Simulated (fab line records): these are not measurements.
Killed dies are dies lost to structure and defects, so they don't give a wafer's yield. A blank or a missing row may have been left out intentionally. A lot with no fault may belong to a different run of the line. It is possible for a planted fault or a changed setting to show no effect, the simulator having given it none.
Lot-split experiment	flow ritCmos	5 lots, 23 wafers read, on a route of 202 steps

## ON THE SPLIT
At RIT_PLDD_IMPLANT_08, the setting doseCm2 was moved away from the recipe's 9e+14 on 8 of the 23 wafers read, by +1.9% to +5.8%. This setting was run at the recipe's value on the other wafers.

## FROM THE SPLIT TO THE READING: what the file shows between them, 12 steps
- RIT_NSD_SOFTBAKE_02: time 60 s (also split here: tempC)
- RIT_NSD_EXPOSE_03: exposes mask M9, target cd 40700 nm
- RIT_NSD_PEB_04
- RIT_NSD_DEVELOP_05: develop time 50 s
- RIT_NSD_IMPLANT_08 (also split here: doseCm2)
- RIT_NSD_STRIP_09: strips in O2, time 180 s
- RIT_NSD_TW_MEAS_10
- RIT_SDANNEAL_CLEAN_00: cleans in SC1, time 600 s (also split here: tempC)
- RIT_SDANNEAL_CLEAN_01: cleans in dHF, time 30 s
- RIT_SDANNEAL_CLEAN_02: cleans in SC2, time 600 s
- RIT_SDANNEAL_RTA_03: time 5 s
- RIT_SDANNEAL_RS_MEAS_05: measures by four-point-probe

## THE READING
PLDD_RS (ohm/sq), read at RIT_SDANNEAL_RS_MEAS_06 with a four-point probe. A value of 178.5 ohm/sq with a standard deviation of 0.37 ohm/sq is what fault-free wafers of this fab line usually give.

wafer	tool, chamber at the split	doseCm2 as run	against the recipe	PLDD_RS, ohm/sq	against lot-mates on the recipe
L078.2	implanter-02, 0	9e+14	recipe	179.0	-
L078.3	implanter-02, 0	9.174e+14	+1.9%	177.2	-1.5
L078.4	implanter-02, 0	9.174e+14	+1.9%	177.1	-1.6
L078.5	implanter-02, 0	9e+14	recipe	178.3	-
L078.6	implanter-02, 0	9.174e+14	+1.9%	177.0	-1.7
L080.1	implanter-04, 0	9e+14	recipe	178.1	-
L080.4	implanter-04, 0	9e+14	recipe	178.4	-
L080.5	implanter-04, 0	9e+14	recipe	178.1	-
L081.1	implanter-04, 0	9e+14	recipe	177.8	-
L081.2	implanter-04, 0	9e+14	recipe	178.5	-
L081.3	implanter-04, 0	9.519e+14	+5.8%	173.9	-4.2
L081.4	implanter-04, 0	9e+14	recipe	178.0	-
L081.5	implanter-04, 0	9.519e+14	+5.8%	174.0	-4.1
L082.1	implanter-01, 0	9.42e+14	+4.7%	174.7	-3.8
L082.2	implanter-01, 0	9e+14	recipe	178.8	-
L082.4	implanter-01, 0	9.42e+14	+4.7%	174.8	-3.6
L082.5	implanter-01, 0	9.42e+14	+4.7%	174.8	-3.6
L082.6	implanter-01, 0	9e+14	recipe	178.1	-
L085.1	implanter-01, 0	9e+14	recipe	178.5	-
L085.2	implanter-01, 0	9e+14	recipe	178.5	-
L085.4	implanter-01, 0	9e+14	recipe	178.4	-
L085.5	implanter-01, 0	9e+14	recipe	178.9	-
L085.6	implanter-01, 0	9e+14	recipe	178.7	-

THE FIT
A straight line over all 23 wafers: PLDD_RS changes by -0.773 ohm/sq for each +1% of doseCm2; r = -0.99; the points scatter about the line by 0.29 ohm/sq.
The same after taking each lot's own level away (the mean of its wafers on the recipe; 23 wafers): -0.754 ohm/sq for each +1%; r = -0.99; scatter 0.24 ohm/sq.
The reading moves by 4.4 ohm/sq for the largest change in doseCm2, on that fit.
The lots' own levels span 178.10 to 178.65 ohm/sq, that is 1.5 times the standard deviation above.
The two slopes agree, so the slope changes little with the lot-to-lot level.
Check: -4.42 ohm/sq against its lot-mates is what the line predicts for one of the wafers moved furthest among these (+5.8%) when that wafer is left out of the fit. Against them it came out at -4.2 ohm/sq.

## THESE WAFERS: OTHER SPLITS
Note: prior to the reading, these wafers also went through further splits. Each is held against what the fit with the lots' levels taken away leaves over:
other split on the same wafers	wafers away from the commonest value	r with PLDD_RS (lot level and that fit taken away)
RIT_GATE_DEVELOP_15 developTimeS	6	-0.22
RIT_REOX_OXIDATION_03 oxTimeS	18	+0.06
RIT_NLDD_SOFTBAKE_02 tempC	9	+0.06
RIT_PLDD_COAT_01 resistThkNm	5	-0.03
RIT_NSD_SOFTBAKE_02 tempC	8	+0.10
RIT_NSD_IMPLANT_08 doseCm2	10	+0.00
RIT_SDANNEAL_CLEAN_00 tempC	15	+0.21

## THE FILE'S OWN FIT
PLDD_RS changes by -0.752 ohm/sq for each +1% of doseCm2, r = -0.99.
